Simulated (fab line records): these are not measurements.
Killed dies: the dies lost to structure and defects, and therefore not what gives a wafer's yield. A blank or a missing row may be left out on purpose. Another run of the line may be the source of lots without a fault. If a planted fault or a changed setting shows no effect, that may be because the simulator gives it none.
Which tool did it? :: flow berkeleyCmos170 :: Sampling: 7 lots, 21 wafers, 2 of 331 route steps

## WHAT THE GAUGES READ, wafer by wafer
UCB170_V1_CD_MEAS_12 targets a cd of 700 nm.
lot: L401
measured: day 7 11:10
on: cdSem-02
cdNm (nm): 698.3 698.5 699.6

lot: L403
measured: day 8 00:47
on: cdSem-01
cdNm (nm): 700.6 701.9 701.1

lot: L405
measured: day 8 01:07
on: cdSem-01
cdNm (nm): 697.9 698.5 698.8

lot: L408
measured: day 8 06:17
on: cdSem-01
cdNm (nm): 700.8 701.1 699.5

lot: L412
measured: day 9 07:04
on: cdSem-01
cdNm (nm): 700.8 700.2 701.3

lot: L414
measured: day 10 03:15
on: cdSem-02
cdNm (nm): 705.5 706.7 704.0

lot: L419
measured: day 11 12:09
on: cdSem-02
cdNm (nm): 701.0 701.3 701.8

## WHAT TOOL EACH LOT RAN ON (gives the tool, then ch and the chambers of the sampled wafers, and finally the start)
lot: L401
UCB170_V1_EXPOSE_09: krfScanner-01 ch 0, day 7 10:47

lot: L403
UCB170_V1_EXPOSE_09: krfScanner-01 ch 0, day 8 00:24

lot: L405
UCB170_V1_EXPOSE_09: krfScanner-02 ch 0, day 8 00:43

lot: L408
UCB170_V1_EXPOSE_09: krfScanner-01 ch 0, day 8 05:22

lot: L412
UCB170_V1_EXPOSE_09: krfScanner-01 ch 0, day 9 06:29

lot: L414
UCB170_V1_EXPOSE_09: krfScanner-02 ch 0, day 10 02:19

lot: L419
UCB170_V1_EXPOSE_09: krfScanner-01 ch 0, day 11 11:30
- UCB170_V1_EXPOSE_09: exposes mask VIA1, target cd 700 nm.

## THE ANSWER, worked out from the rows above alone
Rule: usual is defined by the lots themselves. Put in order of their means at a reading, lots are off if they are a third of the lots or fewer, leave a main group of 4 or more, and stand apart from it by a gap of 3 or more times the standard deviation of the main group's means; of several such gaps the widest counts. If all means in a main group match to the digits the tables above print for the reading, that group is not used. A lot without any number at a reading at which 4 lots or more have one is off too. All remaining lots with rows at the step are treated as sound.
Off at UCB170_V1_CD_MEAS_12 (cdNm): L414. Main group: mean 700.2 nm, sd 1.2.
If a tool, at a process step before that reading, ran all the lots that are off and no sound lot after the first of them, it fits. Those tools and the gauges at UCB170_V1_CD_MEAS_12 are tried in the same way. One fits: krfScanner-02 at UCB170_V1_EXPOSE_09. A fault onset in the window from L405 (day 8 00:43, its last sound lot) to L414 (day 10 02:19, its first lot off) fits.

## WHAT THE SIMULATOR HAD INSERTED
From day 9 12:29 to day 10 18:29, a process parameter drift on krfScanner-02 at UCB170_V1_EXPOSE_09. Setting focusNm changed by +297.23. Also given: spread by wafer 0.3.
Struck lots among those shown: L414. The rule given above showed the same thing.
